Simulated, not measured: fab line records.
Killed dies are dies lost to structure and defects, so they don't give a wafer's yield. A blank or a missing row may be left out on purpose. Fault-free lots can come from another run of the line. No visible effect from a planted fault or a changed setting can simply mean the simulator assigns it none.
Which tool was responsible? | flow berkeleyCmos170 | 13 lots with 39 wafers sampled at 5 steps, on a route of 331 steps

WHAT THE GAUGES READ, wafer by wafer
UCB170_ACTIVE_CD_MEAS_13 targets a cd of 1200 nm.
lot  | measured    | on       | cdNm (nm)
L188 | day 4 20:39 | cdSem-02 | 1202.1 1199.9 1201.0
L189 | day 5 04:45 | cdSem-02 | 1202.5 1201.0 1202.3
L190 | day 5 18:56 | cdSem-02 | 1202.8 1202.2 1202.0
L193 | day 6 03:32 | cdSem-01 | 1197.6 1198.0 1198.7
L194 | day 6 03:46 | cdSem-01 | 1200.8 1199.8 1198.0
L196 | day 6 10:48 | cdSem-01 | 1196.2 1197.0 1196.5
L195 | day 6 11:04 | cdSem-02 | 1200.6 1200.8 1200.2
L198 | day 6 22:41 | cdSem-02 | 1199.0 1199.4 1198.5
L200 | day 7 11:52 | cdSem-02 | 1201.5 1203.2 1202.7
L202 | day 8 05:34 | cdSem-02 | 1200.5 1200.4 1200.5
L204 | day 8 19:12 | cdSem-01 | 1199.8 1198.7 1199.5
L205 | day 8 19:49 | cdSem-01 | 1200.0 1198.5 1199.7
L211 | day 9 20:55 | cdSem-01 | 1202.4 1202.4 1201.3

UCB170_PFIELD_OVL_MEAS_06.
lot  | measured    | on         | PFIELD_OVL (nm)
L188 | day 4 22:15 | overlay-02 | 3 2 0
L189 | day 5 06:31 | overlay-02 | 5 -10 2
L190 | day 5 20:43 | overlay-01 | 7 3 0
L193 | day 6 06:55 | overlay-02 | 4 -5 -2
L194 | day 6 06:43 | overlay-02 | -11 -6 2
L196 | day 6 12:32 | overlay-02 | -11 0 -6
L195 | day 6 13:05 | overlay-01 | -8 -5 -6
L198 | day 7 00:19 | overlay-02 | 10 4 4
L200 | day 7 15:16 | overlay-02 | -18 -14 -15
L202 | day 8 09:26 | overlay-01 | 1 -2 0
L204 | day 8 21:06 | overlay-02 | 0 -2 -1
L205 | day 8 22:01 | overlay-01 | -6 -12 -7
L211 | day 9 23:23 | overlay-02 | -8 1 -2

UCB170_SPACER_THK_MEAS_01.
lot  | measured     | on           | SPACER_TEOS_THK (nm)
L188 | day 7 15:44  | filmMetro-02 | 384 386 383
L189 | day 7 16:46  | filmMetro-01 | 370 367 368
L190 | day 8 08:59  | filmMetro-01 | 377 370 381
L193 | day 8 22:29  | filmMetro-04 | 366 369 373
L194 | day 8 22:40  | filmMetro-01 | 384 377 386
L196 | day 9 04:08  | filmMetro-01 | 370 371 372
L195 | day 9 03:13  | filmMetro-01 | 375 386 378
L198 | day 9 12:20  | filmMetro-01 | 369 374 374
L200 | day 10 08:23 | filmMetro-04 | 367 372 378
L202 | day 11 04:01 | filmMetro-04 | 381 389 384
L204 | day 11 08:28 | filmMetro-04 | 377 380 424
L205 | day 11 09:25 | filmMetro-01 | 379 385 382
L211 | day 12 20:01 | filmMetro-02 | 369 377 379

WHICH TOOL RAN EACH LOT (tool, then ch and the chambers of the sampled wafers, then the start)
lot  | UCB170_NLDD_STRIP_10                | UCB170_SPACER_CVD_00
L188 | plasmaAsher-03 ch 0,1, day 7 15:20  | pecvd-03 ch 0,1, day 7 15:41
L189 | plasmaAsher-01 ch 0,1, day 7 16:16  | pecvd-01 ch 1,2, day 7 16:43
L190 | plasmaAsher-04 ch 0,1, day 8 06:57  | pecvd-02 ch 0,1,2, day 8 08:56
L193 | plasmaAsher-04 ch 0,1, day 8 22:06  | pecvd-02 ch 0,1,2, day 8 22:26
L194 | plasmaAsher-01 ch 0,1, day 8 22:14  | pecvd-03 ch 0,2, day 8 22:37
L196 | plasmaAsher-04 ch 0,1, day 9 03:45  | pecvd-02 ch 0,1, day 9 04:05
L195 | plasmaAsher-03 ch 0,1, day 9 02:37  | pecvd-03 ch 1,2, day 9 03:10
L198 | plasmaAsher-01 ch 0, day 9 11:52    | pecvd-01 ch 1,2, day 9 12:17
L200 | plasmaAsher-01 ch 0,1, day 10 07:56 | pecvd-02 ch 0,1,2, day 10 08:21
L202 | plasmaAsher-04 ch 0,1, day 11 03:39 | pecvd-03 ch 0,1,2, day 11 03:58
L204 | plasmaAsher-04 ch 0,1, day 11 08:04 | pecvd-02 ch 0,2, day 11 08:25
L205 | plasmaAsher-03 ch 0,1, day 11 08:59 | pecvd-03 ch 0,2, day 11 09:22
L211 | plasmaAsher-04 ch 0,1, day 12 19:38 | pecvd-03 ch 0,1, day 12 19:58
- UCB170_NLDD_STRIP_10: strips in O2.
- UCB170_SPACER_CVD_00: deposits SiO2 from TEOS/O2, target thk 376 nm, time 47 s.

WHAT THE TOOLS THEMSELVES READ (means of the sampled wafers that have a number; where no wafer has one, the mark that the record gives instead)
UCB170_NLDD_STRIP_10.
lot  | tool           | drypumpMotorCurrentA (A) | oesProductAu (a.u.) | stripTimeToEndpointS (s)
L188 | plasmaAsher-03 | 5.9                      | 0.736               | 21.62
L189 | plasmaAsher-01 | 5.1                      | 0.733               | 21.60
L190 | plasmaAsher-04 | 5.8                      | 0.730               | 21.55
L193 | plasmaAsher-04 | 5.5                      | 0.735               | 21.70
L194 | plasmaAsher-01 | 4.9                      | 0.734               | 21.63
L196 | plasmaAsher-04 | 5.5                      | 0.733               | 21.68
L195 | plasmaAsher-03 | 5.9                      | 0.734               | 21.71
L198 | plasmaAsher-01 | 5.2                      | 0.734               | 21.72
L200 | plasmaAsher-01 | 4.9                      | 0.731               | 21.65
L202 | plasmaAsher-04 | 5.5                      | 0.731               | 21.67
L204 | plasmaAsher-04 | 5.5                      | 0.732               | 21.70
L205 | plasmaAsher-03 | 6.2                      | 0.734               | 21.58
L211 | plasmaAsher-04 | 5.8                      | 0.737               | 21.66

UCB170_SPACER_CVD_00.
lot  | tool     | heaterPowerW (W) | pressureMtorr (mTorr) | susceptorTempC (C)
L188 | pecvd-03 | 278              | 8993                  | 390.14
L189 | pecvd-01 | 284              | 9006                  | 389.83
L190 | pecvd-02 | 292              | 8983                  | 389.98
L193 | pecvd-02 | 293              | 9004                  | 389.84
L194 | pecvd-03 | 271              | 8999                  | 390.11
L196 | pecvd-02 | 296              | 9003                  | 389.95
L195 | pecvd-03 | 258              | 9003                  | 389.85
L198 | pecvd-01 | 279              | 8978                  | 390.07
L200 | pecvd-02 | 289              | 8985                  | 390.09
L202 | pecvd-03 | 256              | 9007                  | 389.99
L204 | pecvd-02 | 270              | 9003                  | 390.15
L205 | pecvd-03 | 277              | 8999                  | 390.00
L211 | pecvd-03 | 262              | 9014                  | 389.89

THE ANSWER, worked out from the rows above alone
Rule: what is usual is taken from the lots themselves. Put in order of their means at a reading, lots are off if they are a third of the lots or fewer, leave a main group of 4 or more, and stand apart from it by a gap of 3 or more times the standard deviation of the main group's means; of several such gaps the widest counts. If all means in a main group match to the digits the tables above print for the reading, that group is not used. A lot without any number at a reading at which 4 lots or more have one is off too. Where the step has rows for the other lots, those lots are counted as sound. Order of review: gauges by route order, followed by the tools' own readings, for which a lot's mean as printed above is used. At the first step where some lot is off, the reading lying furthest off is the one used; lots without a number count as furthest.
None of the lots is off at any reading shown; this tells nothing.

WHAT THE SIMULATOR PUT IN
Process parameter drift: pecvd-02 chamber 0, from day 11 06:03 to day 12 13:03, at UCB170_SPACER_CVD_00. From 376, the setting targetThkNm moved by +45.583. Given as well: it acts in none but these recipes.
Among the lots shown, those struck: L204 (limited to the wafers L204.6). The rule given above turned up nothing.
